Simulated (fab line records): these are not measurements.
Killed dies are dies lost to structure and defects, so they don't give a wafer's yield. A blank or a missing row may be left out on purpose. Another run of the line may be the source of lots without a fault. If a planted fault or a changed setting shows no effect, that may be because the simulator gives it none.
A struck lot beside a sound one | flow rit-cmos | 15 out of 202 route steps
Sound: these wafers, L227.1, L227.2, L227.4. Wafers struck: L238.1, L238.3, L238.4. The cause comes at the end.
Order at every step that has rows: each side's tool, ch and its chambers, its first start. Under that, the readings that differ: sound wafers | struck wafers | difference of the means | sigmas: that difference in standard deviations of wafers without a fault.
alike: same words and numbers on both sides, and readings whose means sit less than 2 such deviations apart. not compared: any withheld reading, any reading some wafer has no value for, any bound like >300 that may hide the same value, and any number with overlapping values for which the record gives no deviation.
The two part at a step that has a row with sigmas, a row that says differs or no value, or rows on one side only. Numbers that don't overlap but have no deviation are shown without sigmas and don't part them. Lack of a reading on every wafer of one side parts them only where that side has two or more wafers.

RIT_GATE_THK_MEAS_07:
  sound on film-metro-02 at day 3 11:40; struck on film-metro-03 at day 5 19:35
  alike: GATE_OXIDE_THK
then, 1 step without rows for these wafers: RIT_GATE_CVD_08 (deposits poly-Si from SiH4, target thk 250 nm, time 2220 s).
RIT_GATE_THK_MEAS_09:
  sound on film-metro-02 at day 3 14:55; struck on film-metro-03 at day 5 21:16
  alike: GATE_POLY_THK
then, 6 steps without rows for these wafers: RIT_GATE_HMDS_10 (prime time 60 s); RIT_GATE_COAT_11 (resist thk 850 nm); RIT_GATE_SOFTBAKE_12 (time 60 s); RIT_GATE_EXPOSE_13 (exposes mask M6, target cd 150 nm); RIT_GATE_PEB_14; RIT_GATE_DEVELOP_15 (develop time 50 s).
RIT_GATE_CD_MEAS_16: target cd 150 nm.
  sound on cd-sem-02 at day 3 16:11; struck on cd-sem-02 at day 5 22:18
  alike: cd-nm
RIT_GATE_OVL_MEAS_17:
  sound on overlay-02 at day 3 16:19; struck on overlay-01 at day 5 22:25
  alike: GATE_OVL
then, 1 step without rows for these wafers: RIT_GATE_HARDBAKE_18 (time 60 s).
RIT_GATE_ETCH_19: etches poly-Si in SF6/CHF3/O2, stops on SiO2, time 165 s, target depth 312.5 nm.
  sound on rie-si-02 ch 0,1,3, day 3 16:31; struck on rie-si-01 ch 1,2,3, day 5 22:37
  reading                                   | sound             | struck                  | difference | sigmas
  oes-product-au (a.u.)                     | 0.838 0.859 0.831 | 0.800 0.784 0.806       | -0.046     | -4
  over-etch-frac                            | 0.25 0.25 0.25    | 0.38455 0.38455 0.38455 | +0.13455   |
  model.NOVOLAK_of_GATE_COAT_11.thk-nm (nm) | 665.3 670.2 670.3 | 654.4 657.4 654.8       | -13.1      |
  alike: drypump-motor-current-A, throttle-valve-pct
  not compared: rf-hours-counter-h
RIT_GATE_STRIP_20: strips in O2, time 180 s.
  sound on plasma-asher-01 ch 0,1, day 3 16:37; struck on plasma-asher-04 ch 0,1, day 5 22:43
  alike: drypump-motor-current-A
  not compared: rf-hours-counter-h
RIT_M1_PROBE_99:
  rows exist in the record for the sound wafers here (prober-01, day 4 14:34), none for the struck ones

== WHERE THEY PART ==
First at RIT_GATE_ETCH_19; last, within this record, at RIT_M1_PROBE_99.

WHY: whatever the simulator had introduced
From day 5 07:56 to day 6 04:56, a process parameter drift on rie-si-01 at RIT_GATE_ETCH_19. Setting over-etch-frac shifted by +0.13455 from 0.25.
